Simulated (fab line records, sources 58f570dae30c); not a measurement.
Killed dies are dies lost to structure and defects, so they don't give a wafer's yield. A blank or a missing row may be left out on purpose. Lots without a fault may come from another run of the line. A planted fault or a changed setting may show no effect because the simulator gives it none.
A struck lot beside a sound one | flow berkeley_cmos170 | 44 steps out of a route of 331
Sound: wafers L304.1, L304.2, L304.4. Struck: wafers L312.1, L312.3, L312.4. The cause comes at the end.
At each step with rows: each side's tool, then ch and its chambers, then its first start. Under that, the readings that differ: sound wafers | struck wafers | difference of the means | sigmas: that difference in standard deviations of wafers without a fault.
alike: readings whose means differ by less than 2 such deviations, and words and numbers that are the same on both sides. not compared: withheld readings, readings that some wafer has no value for, bounds like >300 that may hide the same value, and numbers for which the record gives no deviation and whose values overlap.
The two part at a step that has a row with sigmas, a row that says differs or no value, or rows on one side only. Numbers that don't overlap but have no deviation are shown without sigmas and don't part them. A reading that every wafer of one side lacks parts them only if that side has two wafers or more.

UCB170_PLDD_STRIP_10: strips in O2.
  sound on plasma_asher-01 ch 0,1, day 7 19:22; struck on plasma_asher-01 ch 0,1, day 9 15:26
  alike: drypump_motor_current_A, o2_flow_sccm, oes_product_au, strip_time_to_endpoint_s
  not compared: rf_hours_counter_h
UCB170_PLDD_TW_MEAS_11:
  sound on film_metro-04, day 7 19:28; struck on film_metro-04, day 9 15:32
  alike: PLDD_TW
then, 7 steps without rows for these wafers: UCB170_PLDD_CLEAN_12 (cleans in SPM, time 600 s); UCB170_NLDD_HMDS_00 (prime time 60 s); UCB170_NLDD_COAT_01 (resist thk 907.7 nm); UCB170_NLDD_SOFTBAKE_02 (time 60 s); UCB170_NLDD_EXPOSE_03 (exposes mask NSELECT, target cd 1200 nm); UCB170_NLDD_PEB_04; UCB170_NLDD_DEVELOP_05 (develop time 45 s).
UCB170_NLDD_CD_MEAS_06: target cd 1200 nm.
  sound on cd_sem-01, day 7 20:33; struck on cd_sem-01, day 9 17:49
  alike: cd_nm
UCB170_NLDD_OVL_MEAS_07:
  sound on overlay-02, day 7 20:40; struck on overlay-02, day 9 17:56
  alike: NLDD_OVL
then, 1 step without rows for these wafers: UCB170_NLDD_IMPLANT_08.
UCB170_NLDD_IMPLANT_09:
  sound on implanter-04 ch 0, day 7 20:51; struck on implanter-01 ch 0, day 9 18:27
UCB170_NLDD_STRIP_10: strips in O2.
  sound on plasma_asher-02 ch 0,1, day 7 21:00; struck on plasma_asher-01 ch 0,1, day 9 18:36
  alike: drypump_motor_current_A, o2_flow_sccm, oes_product_au, strip_time_to_endpoint_s
  not compared: rf_hours_counter_h
UCB170_NLDD_TW_MEAS_11:
  sound on film_metro-04, day 7 21:06; struck on film_metro-02, day 9 18:45
  reading | sound          | struck         | difference | sigmas
  NLDD_TW | 2204 2195 2201 | 2470 2463 2470 | +268       | +13
then, 1 step without rows for these wafers: UCB170_NLDD_CLEAN_12 (cleans in SPM, time 600 s).
UCB170_SPACER_CVD_00: deposits SiO2 from TEOS/O2, target thk 376 nm, time 47 s.
  sound on pecvd-03 ch 0,1, day 7 21:20; struck on pecvd-03 ch 1,2, day 9 19:05
  alike: heater_power_w
UCB170_SPACER_THK_MEAS_01:
  sound on film_metro-01, day 7 21:23; struck on film_metro-02, day 9 19:08
  alike: SPACER_TEOS_THK
then, 1 step without rows for these wafers: UCB170_SPACER_ANNEAL_02 (time 1800 s).
UCB170_SPACER_ETCHBACK_03: etches SiO2 in CHF3/CF4/Ar, stops on Si, target depth 376 nm, time 100 s.
  sound on rie_diel-04 ch 1,2,3, day 8 03:17; struck on rie_diel-04 ch 1,2,3, day 9 23:54
  alike: drypump_motor_current_A, oes_product_au, throttle_valve_pct
  not compared: rf_hours_counter_h
then, 6 steps without rows for these wafers: UCB170_PSD_HMDS_00 (prime time 60 s); UCB170_PSD_COAT_01 (resist thk 900 nm); UCB170_PSD_SOFTBAKE_02 (time 60 s); UCB170_PSD_EXPOSE_03 (exposes mask PSELECT MOD, target cd 1200 nm); UCB170_PSD_PEB_04; UCB170_PSD_DEVELOP_05 (develop time 45 s).
UCB170_PSD_CD_MEAS_06: target cd 1200 nm.
  sound on cd_sem-01, day 8 05:03; struck on cd_sem-01, day 10 01:13
  alike: cd_nm
UCB170_PSD_OVL_MEAS_07:
  sound on overlay-01, day 8 05:10; struck on overlay-01, day 10 01:20
  alike: PSD_OVL
then, 1 step without rows for these wafers: UCB170_PSD_IMPLANT_08.
UCB170_PSD_STRIP_09: strips in O2.
  sound on plasma_asher-03 ch 0,1, day 8 05:29; struck on plasma_asher-02 ch 0,1, day 10 01:31
  alike: drypump_motor_current_A, o2_flow_sccm, oes_product_au, strip_time_to_endpoint_s
  not compared: rf_hours_counter_h
UCB170_PSD_TW_MEAS_10:
  sound on film_metro-02, day 8 05:35; struck on film_metro-02, day 10 01:37
  alike: PSD_TW
then, 7 steps without rows for these wafers: UCB170_PSD_CLEAN_11 (cleans in SPM, time 600 s); UCB170_NSD_HMDS_00 (prime time 60 s); UCB170_NSD_COAT_01 (resist thk 900 nm); UCB170_NSD_SOFTBAKE_02 (time 60 s); UCB170_NSD_EXPOSE_03 (exposes mask NSELECT MOD, target cd 1200 nm); UCB170_NSD_PEB_04; UCB170_NSD_DEVELOP_05 (develop time 45 s).
UCB170_NSD_CD_MEAS_06: target cd 1200 nm.
  sound on cd_sem-01, day 8 07:46; struck on cd_sem-02, day 10 03:07
  alike: cd_nm
UCB170_NSD_OVL_MEAS_07:
  sound on overlay-01, day 8 07:53; struck on overlay-02, day 10 03:14
  alike: NSD_OVL
then, 2 steps without rows for these wafers: UCB170_NSD_IMPLANT_08; UCB170_NSD_STRIP_09 (strips in O2).
UCB170_SDANNEAL_RS_MEAS_05: measures by four-point-probe.
  sound on film_metro-03, day 8 09:52; struck on film_metro-04, day 10 04:59
  reading          | sound             | struck            | difference | sigmas
  NLDD_RS (ohm/sq) | 614.5 614.2 614.5 | 465.2 465.6 466.3 | -148.7     | -93
then, 1 step without rows for these wafers: UCB170_M3_PROBE_99.

WHERE THEY PART
First at UCB170_NLDD_TW_MEAS_11; last, within this record, at UCB170_SDANNEAL_RS_MEAS_05.

WHY: what the simulator had put in
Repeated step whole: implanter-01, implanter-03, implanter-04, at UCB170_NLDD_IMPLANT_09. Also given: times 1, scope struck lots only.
